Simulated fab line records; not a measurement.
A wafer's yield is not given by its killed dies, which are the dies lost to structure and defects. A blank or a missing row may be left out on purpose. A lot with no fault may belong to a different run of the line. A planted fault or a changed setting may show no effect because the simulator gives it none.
Which tool did it?    flow berkeley-cmos170    13 lots with 37 wafers sampled at 2 steps, on a route of 331 steps

== WHAT THE GAUGES READ, wafer by wafer ==
UCB170_NLDD_OVL_MEAS_07.
lot   measured      on          NLDD_OVL (nm)
L742  day 6 22:19   overlay-01  2 6 7
L741  day 7 10:29   overlay-01  6 6 3
L744  day 7 23:31   overlay-02  -1 -3 -2
L746  day 7 23:44   overlay-01  8 6 11
L745  day 7 23:46   overlay-02  6 -4 4
L747  day 8 15:52   overlay-02  0 -3 -2
L751  day 9 02:29   overlay-01  5 6 4
L749  day 9 02:38   overlay-01  -3 -4 -6
L754  day 9 15:33   overlay-01  -14 -8 -18
L755  day 9 16:27   overlay-01  -13 -2 -10
L758  day 10 12:06  overlay-01  -7
L763  day 11 03:41  overlay-02  7 8 14
L762  day 11 04:25  overlay-01  -8 -4 3

UCB170_NSD_OVL_MEAS_07.
lot   measured      on          NSD_OVL (nm)
L742  day 7 06:58   overlay-01  10 6 7
L741  day 7 20:08   overlay-01  -6 -2 -5
L744  day 8 08:41   overlay-02  -9 -3 -11
L746  day 8 08:28   overlay-02  -2 0 4
L745  day 8 08:58   overlay-01  1 10 4
L747  day 9 02:38   overlay-02  1 3 5
L751  day 9 15:56   overlay-02  -1 -8 1
L749  day 9 16:13   overlay-02  -5 -3 -6
L754  day 10 04:26  overlay-02  -11 -5 -14
L755  day 10 04:47  overlay-02  1 3 9
L758  day 10 23:50  overlay-02  -8
L763  day 11 11:40  overlay-01  -1 -4 2
L762  day 11 14:14  overlay-01  -1 -7 -1

== EACH LOT AND THE TOOL THAT RAN IT (in order: tool; ch and the chambers of the sampled wafers; start) ==
The record holds no process step before these readings.

== AS READ BY THE TOOLS THEMSELVES (means over the sampled wafers that have a number; for cases with no such wafer, the mark the record gives instead) ==
The record holds no such reading with a usual standard deviation.

== THE ANSWER, worked out from the rows above alone ==
Rule: the lots themselves supply what counts as usual. Put in order of their means at a reading, lots are off if they are a third of the lots or fewer, leave a main group of 4 or more, and stand apart from it by a gap of 3 or more times the standard deviation of the main group's means; of several such gaps the widest counts. Not used: any main group whose means are identical at the precision the tables above print for the reading. A lot without any number at a reading at which 4 lots or more have one is off too. Where the step has rows for the other lots, those lots are counted as sound. The gauges are gone through in route order, then the tools' own readings, and for those a lot's mean is taken as printed above. The first step at which some lot is off is used, and at that step the reading that is off furthest; a lot without a number counts as furthest.
Nothing can be told from this: no lot is off at any reading shown.

== WHAT THE SIMULATOR PUT IN ==
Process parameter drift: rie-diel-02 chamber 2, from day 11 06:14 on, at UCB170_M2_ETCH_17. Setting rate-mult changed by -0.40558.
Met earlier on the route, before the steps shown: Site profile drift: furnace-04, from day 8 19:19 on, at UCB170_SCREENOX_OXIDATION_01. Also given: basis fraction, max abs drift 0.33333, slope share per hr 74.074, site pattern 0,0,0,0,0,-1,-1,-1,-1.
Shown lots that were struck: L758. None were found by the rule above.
